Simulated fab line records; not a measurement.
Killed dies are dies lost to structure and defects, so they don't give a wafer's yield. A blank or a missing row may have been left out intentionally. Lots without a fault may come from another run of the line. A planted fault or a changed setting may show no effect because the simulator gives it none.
A lot that was struck, set against a sound lot -- flow rit cmos -- 27 steps out of a route of 202
Sound: these wafers, L383.2, L383.3, L383.6. Wafers L396.3, L396.4, L396.6 were the ones struck. The cause is given at the end.
Per side, at each step with rows, come the tool, then ch with its chambers, and then its first start. Under that, the readings that differ: sound wafers -- struck wafers -- difference of the means -- sigmas: that difference in standard deviations of wafers without a fault.
alike: readings whose means differ by less than 2 such deviations, and words and numbers that are the same on both sides. not compared: withheld readings, readings that some wafer has no value for, bounds like >300 that may hide the same value, and numbers for which the record gives no deviation and whose values overlap.
The two part at a step that has a row with sigmas, a row that says differs or no value, or rows on one side only. Non-overlapping numbers with no deviation appear without sigmas and do not part them. Lack of a reading on every wafer of one side parts them only where that side has two or more wafers.

RIT_ACTIVE_BOW_MEAS_00:
  sound: film metro-01 at day 2 06:01; struck: film metro-04 at day 4 23:02
  alike: INCOMING_BOW
then, 1 step without rows for these wafers: RIT_ACTIVE_OXIDATION_01 (target thk 46.8 nm, ox time 3360 s).
RIT_ACTIVE_THK_MEAS_02:
  sound: film metro-04 at day 2 09:16; struck: film metro-01 at day 5 01:07
  alike: ACTIVE_OXIDE_THK
RIT_ACTIVE_CVD_03: deposits Si3N4 from SiH2Cl2/NH3, target thk 150 nm, time 1500 s.
  sound on lpcvd-01 ch 0, day 2 09:27; struck on lpcvd-01 ch 1, day 5 01:34
reading,sound,struck,difference,sigmas
model.Si3N4_of_ACTIVE_CVD_03.thk nm (nm),150.8 151.6 150.7,128.9 128 126.6,-23.2,
RIT_ACTIVE_THK_MEAS_04:
  sound: film metro-01 at day 2 11:35; struck: film metro-04 at day 5 03:43
reading,sound,struck,difference,sigmas
ACTIVE_NITRIDE_THK (nm),150.8 151.6 150.8,128.9 128.0 126.6,-23.2,-17
then, 6 steps without rows for these wafers: RIT_ACTIVE_HMDS_05 (prime time 60 s); RIT_ACTIVE_COAT_06 (resist thk 1009 nm); RIT_ACTIVE_SOFTBAKE_07 (time 60 s); RIT_ACTIVE_EXPOSE_08 (exposes mask M1, target cd 1400 nm); RIT_ACTIVE_PEB_09; RIT_ACTIVE_DEVELOP_10 (develop time 50 s).
RIT_ACTIVE_CD_MEAS_11: the cd target is 1400 nm.
  sound: cd sem-01 at day 2 12:30; struck: cd sem-02 at day 5 04:39
reading,sound,struck,difference,sigmas
cd nm (nm),1401.0 1399.7 1402.3,1416.8 1418.1 1416.8,+16.2,+7
then, 1 step without rows for these wafers: RIT_ACTIVE_HARDBAKE_12 (time 60 s).
RIT_ACTIVE_ETCH_13: etches Si3N4 in SF6, stops on SiO2, time 210 s, target depth 210 nm.
  sound on rie diel-02 ch 1,2, day 2 12:45; struck on rie diel-01 ch 1,2,3, day 5 04:53
reading,sound,struck,difference,sigmas
oes product au (a.u.),0.830 0.803 0.826,0.746 0.780 0.743,-0.063,-4
model.ACTIVE.feature depth nm (nm),150.8 152 150.7,128.9 128.3 126.6,-23.2,
model.etch.depth nm (nm),150.8 151.6 150.7,128.9 128 126.6,-23.2,
model.ACTIVE.cd nm (nm),1401 1400 1402,1417 1418 1417,+16,
  alike: drypump motor current A, throttle valve pct
  not compared: rf hours counter h
RIT_ACTIVE_STRIP_14: strips in O2, time 180 s.
  sound on plasma asher-01 ch 0,1, day 2 12:53; struck on plasma asher-01 ch 0,1, day 5 05:04
  alike: drypump motor current A
  not compared: rf hours counter h
RIT_ACTIVE_CD_MEAS_90: the cd target is 1400 nm.
  sound: cd sem-02 at day 2 13:05; struck: cd sem-02 at day 5 05:13
reading,sound,struck,difference,sigmas
cd nm (nm),1400.8 1399.6 1402.2,1416.4 1418.3 1416.9,+16.3,+7
then, 4 steps without rows for these wafers: RIT_ACTIVE_CLEAN_15 (cleans in SC1, time 600 s); RIT_ACTIVE_CLEAN_16 (cleans in dHF, time 30 s); RIT_ACTIVE_CLEAN_17 (cleans in SC2, time 600 s); RIT_FOX1_OXIDATION_00 (target thk 350.7 nm, ox time 1130 s).
RIT_FOX1_THK_MEAS_01:
  sound: film metro-04 at day 2 14:55; struck: film metro-04 at day 5 07:01
  alike: FOX1_OXIDE_THK
then, 2 steps without rows for these wafers: RIT_FOX1_WET_ETCH_02 (etches SiO2 in BOE, target depth 350 nm, time 390 s); RIT_FOX2_OXIDATION_00 (target thk 350.7 nm, ox time 1130 s).
RIT_FOX2_THK_MEAS_01:
  sound: film metro-03 at day 2 16:25; struck: film metro-03 at day 5 08:31
  alike: FOX2_OXIDE_THK
RIT_FOX2_CLEAN_02: cleans in dHF, time 180 s.
  sound on wet bench-03 ch 0, day 2 16:28; struck on wet bench-04 ch 1, day 5 08:33
reading,sound,struck,difference,sigmas
model.Si3N4_of_ACTIVE_CVD_03.thk nm (nm),131.6 132.4 131.5,109.7 108.9 107.4,-23.2,
then, 1 step without rows for these wafers: RIT_FOX2_WET_ETCH_03 (etches Si3N4 in H3PO4, target depth 195 nm, time 2700 s).
RIT_M1_PROBE_99:
  sound: prober-01 at day 4 09:17; struck: prober-02 at day 7 00:53
  alike: killed at contacts, killed at front end, killed dies, killed on rim, killed open, killed short

## WHERE THEY PART
Earliest at RIT_ACTIVE_THK_MEAS_04; latest, in this record, at RIT_ACTIVE_CD_MEAS_90. Later steps at which nothing parts them and some readings are alike: RIT_FOX1_THK_MEAS_01, RIT_FOX2_THK_MEAS_01, RIT_M1_PROBE_99.

WHY: what the simulator had put in
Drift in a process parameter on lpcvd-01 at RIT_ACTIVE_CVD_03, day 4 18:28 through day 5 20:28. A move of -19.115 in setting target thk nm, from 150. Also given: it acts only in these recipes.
